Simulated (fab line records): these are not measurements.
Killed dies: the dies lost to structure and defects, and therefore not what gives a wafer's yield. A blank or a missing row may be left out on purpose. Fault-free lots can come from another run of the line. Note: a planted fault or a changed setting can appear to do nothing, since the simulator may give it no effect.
Which tool is to blame? -- flow berkeleyCmos170 -- 42 wafers from 14 lots sampled at 5 of the route's 331 steps

## WHAT THE GAUGES SHOWED, per wafer
UCB170_M2_THK_MEAS_03: measures by xrf.
lot,measured,on,M2_AL_THK (nm)
L497,day 7 06:27,filmMetro-02,917 909 918
L499,day 7 06:35,filmMetro-04,900 893 884
L498,day 7 06:41,filmMetro-02,906 907 910
L501,day 7 22:21,filmMetro-04,893 905 916
L502,day 8 12:46,filmMetro-02,889 900 902
L503,day 8 13:01,filmMetro-02,887 896 894
L504,day 8 22:41,filmMetro-03,908 894 904
L506,day 9 13:29,filmMetro-02,926 922 912
L505,day 9 13:33,filmMetro-03,882 886 878
L507,day 9 13:50,filmMetro-04,914 925 914
L509,day 9 21:03,filmMetro-04,900 903 917
L511,day 10 12:23,filmMetro-02,898 915 918
L516,day 11 12:46,filmMetro-03,905 888 913
L517,day 11 16:43,filmMetro-02,908 917 902

UCB170_M3_CD_MEAS_15: target cd 700 nm.
lot,measured,on,cdNm (nm)
L497,day 7 15:13,cdSem-02,700.3 699.7 700.7
L499,day 7 15:21,cdSem-01,699.2 699.7 700.7
L498,day 7 15:30,cdSem-01,698.5 699.0 698.5
L501,day 8 05:40,cdSem-01,703.3 701.9 701.4
L502,day 8 19:45,cdSem-02,697.4 697.6 697.9
L503,day 8 20:53,cdSem-02,701.8 699.9 701.2
L504,day 9 06:19,cdSem-01,700.7 701.7 701.6
L506,day 9 22:13,cdSem-01,699.6 698.8 700.2
L505,day 9 22:40,cdSem-01,701.1 702.6 702.2
L507,day 9 23:57,cdSem-01,700.0 699.5 700.4
L509,day 10 04:10,cdSem-02,700.5 699.0 699.0
L511,day 10 19:46,cdSem-02,697.6 697.0 696.5
L516,day 11 19:44,cdSem-02,693.9 697.0 691.3 693.8 696.9 691.6
L517,day 11 23:52,cdSem-02,688.9 693.8 698.9 688.8 693.5 698.8

## WHAT TOOL EACH LOT RAN ON (gives the tool, then ch and the chambers of the sampled wafers, and finally the start)
lot,UCB170_M2_SPUTTER_01,UCB170_V2_CMP_02,UCB170_M3_EXPOSE_12
L497,"pvdSputter-03, day 7 06:14","cmp-02 ch 0,2,3, day 7 09:06","krfScanner-01 ch 0, day 7 14:31"
L499,"pvdSputter-01, day 7 06:16","cmp-01 ch 0,2, day 7 09:25","krfScanner-02 ch 0, day 7 14:46"
L498,"pvdSputter-02, day 7 06:29","cmp-02 ch 2,3, day 7 09:38","krfScanner-02 ch 0, day 7 15:05"
L501,"pvdSputter-01, day 7 22:09","cmp-01 ch 0,2,3, day 8 00:49","krfScanner-01 ch 0, day 8 05:14"
L502,"pvdSputter-02, day 8 12:34","cmp-01 ch 0,2,3, day 8 15:26","krfScanner-01 ch 0, day 8 19:22"
L503,"pvdSputter-01, day 8 12:49","cmp-02 ch 2,3, day 8 15:43","krfScanner-01 ch 0, day 8 20:20"
L504,"pvdSputter-01, day 8 22:29","cmp-02 ch 1,3, day 9 01:43","krfScanner-02 ch 0, day 9 05:55"
L506,"pvdSputter-01, day 9 13:17","cmp-02 ch 2,3, day 9 16:08","krfScanner-01 ch 0, day 9 21:47"
L505,"pvdSputter-02, day 9 13:21","cmp-01 ch 0,3, day 9 16:18","krfScanner-02 ch 0, day 9 22:04"
L507,"pvdSputter-03, day 9 13:37","cmp-02 ch 0,1,2, day 9 18:09","krfScanner-02 ch 0, day 9 23:34"
L509,"pvdSputter-01, day 9 20:51","cmp-02 ch 1,2,3, day 10 00:00","krfScanner-01 ch 0, day 10 03:41"
L511,"pvdSputter-03, day 10 12:09","cmp-01 ch 0,1, day 10 15:04","krfScanner-01 ch 0, day 10 19:15"
L516,"pvdSputter-01, day 11 12:32","cmp-01 ch 0,1,3, day 11 15:13","krfScanner-02 ch 0, day 11 19:20"
L517,"pvdSputter-03, day 11 16:30","cmp-01 ch 2,3, day 11 19:09","krfScanner-02 ch 0, day 11 23:28"
- UCB170_M2_SPUTTER_01: material Al, target thk 900 nm, time 120 s.
- UCB170_V2_CMP_02: polishes SiO2.
- UCB170_M3_EXPOSE_12: exposes mask METAL3, target cd 700 nm.

## AS READ BY THE TOOLS THEMSELVES (means over the sampled wafers that have a number; for cases with no such wafer, the mark the record gives instead)
UCB170_M2_SPUTTER_01.
lot,tool,throttleValvePct (%)
L497,pvdSputter-03,29.8
L499,pvdSputter-01,29.8
L498,pvdSputter-02,30.1
L501,pvdSputter-01,29.4
L502,pvdSputter-02,30.1
L503,pvdSputter-01,30.5
L504,pvdSputter-01,29.7
L506,pvdSputter-01,30.3
L505,pvdSputter-02,29.8
L507,pvdSputter-03,29.5
L509,pvdSputter-01,30.2
L511,pvdSputter-03,29.5
L516,pvdSputter-01,29.6
L517,pvdSputter-03,29.7

UCB170_V2_CMP_02.
lot,tool,motorCurrentA (A)
L497,cmp-02,17.2
L499,cmp-01,17.3
L498,cmp-02,17.1
L501,cmp-01,16.4
L502,cmp-01,16.0
L503,cmp-02,17.9
L504,cmp-02,15.5
L506,cmp-02,18.1
L505,cmp-01,16.2
L507,cmp-02,16.6
L509,cmp-02,16.4
L511,cmp-01,17.0
L516,cmp-01,16.2
L517,cmp-01,16.1

UCB170_M3_EXPOSE_12.
lot,tool,exposureDoseMJCm2,reticleTempC (C)
L497,krfScanner-01,25.991,22.94
L499,krfScanner-02,25.996,22.93
L498,krfScanner-02,26.007,23.00
L501,krfScanner-01,25.933,22.99
L502,krfScanner-01,25.996,23.01
L503,krfScanner-01,25.977,23.02
L504,krfScanner-02,26.012,23.09
L506,krfScanner-01,25.997,22.98
L505,krfScanner-02,26.019,23.07
L507,krfScanner-02,26.006,23.00
L509,krfScanner-01,25.964,22.98
L511,krfScanner-01,25.957,23.07
L516,krfScanner-02,25.766,23.04
L517,krfScanner-02,25.592,23.08

## THE ANSWER, worked out from the rows above alone
Rule: what is usual is taken from the lots themselves. The widest of any qualifying gaps counts: lots, ordered by their means at a reading, are off when they make up no more than a third of the lots, leave a main group of 4 or more, and stand apart from it by 3 or more times the standard deviation of that group's means. If all means in a main group match to the digits the tables above print for the reading, that group is not used. A lot without any number at a reading at which 4 lots or more have one is off too. All remaining lots with rows at the step are treated as sound. Order of review: gauges by route order, followed by the tools' own readings, for which a lot's mean as printed above is used. The first step at which some lot is off is used, and at that step the reading that is off furthest; a lot without a number counts as furthest.
Off: L516, L517 (UCB170_M3_EXPOSE_12, exposureDoseMJCm2). For the main group the mean is 25.988 and the standard deviation 0.024.
If a tool, at that step or one of the process steps before it, ran each lot that is off and ran no sound lot following the first of them, it fits. 2 tools fit, cmp-01 at UCB170_V2_CMP_02 and krfScanner-02 at UCB170_M3_EXPOSE_12, so this cannot tell which one it is.

## WHAT THE SIMULATOR HAD INSERTED
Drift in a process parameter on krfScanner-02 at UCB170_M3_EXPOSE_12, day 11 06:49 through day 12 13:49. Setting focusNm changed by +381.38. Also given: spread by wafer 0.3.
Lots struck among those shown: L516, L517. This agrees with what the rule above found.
